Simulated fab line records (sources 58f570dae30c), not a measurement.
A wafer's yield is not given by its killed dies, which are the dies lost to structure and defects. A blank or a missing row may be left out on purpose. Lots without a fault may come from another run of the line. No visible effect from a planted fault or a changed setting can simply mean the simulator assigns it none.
Comparing a struck lot with a sound one | flow berkeley-cmos170 | 18 steps out of a route of 331
Sound: these wafers, L945.3, L945.4, L945.5. Struck: wafers L952.2, L952.5, L952.6. The cause is named last.
At each step with rows: each side's tool, then ch and its chambers, then its first start. Under that, the readings that differ: sound wafers | struck wafers | difference of the means | sigmas: that difference in standard deviations of wafers without a fault.
alike: same words and numbers on both sides, and readings whose means sit less than 2 such deviations apart. not compared: any withheld reading, any reading some wafer has no value for, any bound like >300 that may hide the same value, and any number with overlapping values for which the record gives no deviation.
A row with sigmas, a row that says differs or no value, or rows on one side alone: a step with any of these is where the two part. Non-overlapping numbers with no deviation appear without sigmas and do not part them. Lack of a reading on every wafer of one side parts them only where that side has two or more wafers.

UCB170_ZERO_ETCH_06: etches SiO2 in CHF3/CF4/Ar, time 12 s.
  sound on rie-diel-03 ch 1,2,3, day 4 09:11; struck on rie-diel-04 ch 0,1,2, day 5 21:19
  alike: drypump-motor-current-A, oes-product-au, throttle-valve-pct
  not compared: rf-hours-counter-h
UCB170_ZERO_STRIP_07: strips in O2.
  sound on plasma-asher-04 ch 0,1, day 4 09:15; struck on plasma-asher-04 ch 0,1, day 5 21:20
  alike: drypump-motor-current-A, oes-product-au, strip-time-to-endpoint-s
  not compared: rf-hours-counter-h
then, 2 steps without rows for these wafers: UCB170_NWELL_WET_ETCH_00 (etches SiO2 in dHF, time 200 s); UCB170_NWELL_OXIDATION_01 (target thk 26.4 nm, ox time 1260 s).
UCB170_NWELL_THK_MEAS_02:
  sound on film-metro-04 at day 4 11:00; struck on film-metro-01 at day 6 01:21
  alike: NWELL_OXIDE_THK
then, 2 steps without rows for these wafers: UCB170_NWELL_ANNEAL_03 (time 900 s); UCB170_NWELL_CVD_04 (deposits Si3N4 from SiH2Cl2/NH3, target thk 224 nm, time 3360 s).
UCB170_NWELL_THK_MEAS_05:
  sound on film-metro-01 at day 4 17:02; struck on film-metro-02 at day 6 05:46
  alike: NWELL_NITRIDE_THK
then, 4 steps without rows for these wafers: UCB170_NWELL_HMDS_06 (prime time 60 s); UCB170_NWELL_COAT_07 (resist thk 914.5 nm); UCB170_NWELL_SOFTBAKE_08 (time 60 s); UCB170_NWELL_EXPOSE_09 (exposes mask NWELL, target cd 3000 nm).
UCB170_NWELL_PEB_10:
  sound on litho-track-03 ch 0, day 4 18:06; struck on litho-track-03 ch 0, day 6 06:34
  reading                  | sound                | struck               | difference | sigmas
  heater-power-total-W (W) | 56.72 56.80 56.72    | 53.07 53.12 53.08    | -3.66      | -76
  plate-temp-C (C)         | 130.17 129.95 129.91 | 123.51 123.47 123.71 | -6.45      | -46
then, 1 step without rows for these wafers: UCB170_NWELL_DEVELOP_11 (develop time 45 s).
UCB170_NWELL_OVL_MEAS_12:
  sound on overlay-02 at day 4 18:20; struck on overlay-02 at day 6 06:50
  reading        | sound  | struck    | difference | sigmas
  NWELL_OVL (nm) | 12 4 9 | -3 -11 -5 | -15        | -2
UCB170_NWELL_ETCH_13: etches Si3N4 in CH3F/Ar/O2, stops on SiO2, target depth 246.4 nm, time 154 s.
  sound on rie-diel-01 ch 0,3, day 4 18:22; struck on rie-diel-02 ch 1,2,3, day 6 06:52
  reading                | sound          | struck         | difference | sigmas
  model.NWELL.cd-nm (nm) | 3003 3004 3003 | 2947 2944 2945 | -58        |
  alike: drypump-motor-current-A, oes-product-au, throttle-valve-pct
  not compared: rf-hours-counter-h
following that, these wafers have no rows for 1 step: UCB170_NWELL_IMPLANT_14.
UCB170_M3_PROBE_99:
  rows exist in the record for the sound wafers here (prober-02, day 9 16:23), none for the struck ones

WHERE THEY PART
First at UCB170_NWELL_PEB_10; last, within this record, at UCB170_M3_PROBE_99.

WHY: what had been put in by the simulator
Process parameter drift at UCB170_NWELL_PEB_10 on litho-track-03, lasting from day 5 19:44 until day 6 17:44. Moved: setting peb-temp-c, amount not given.
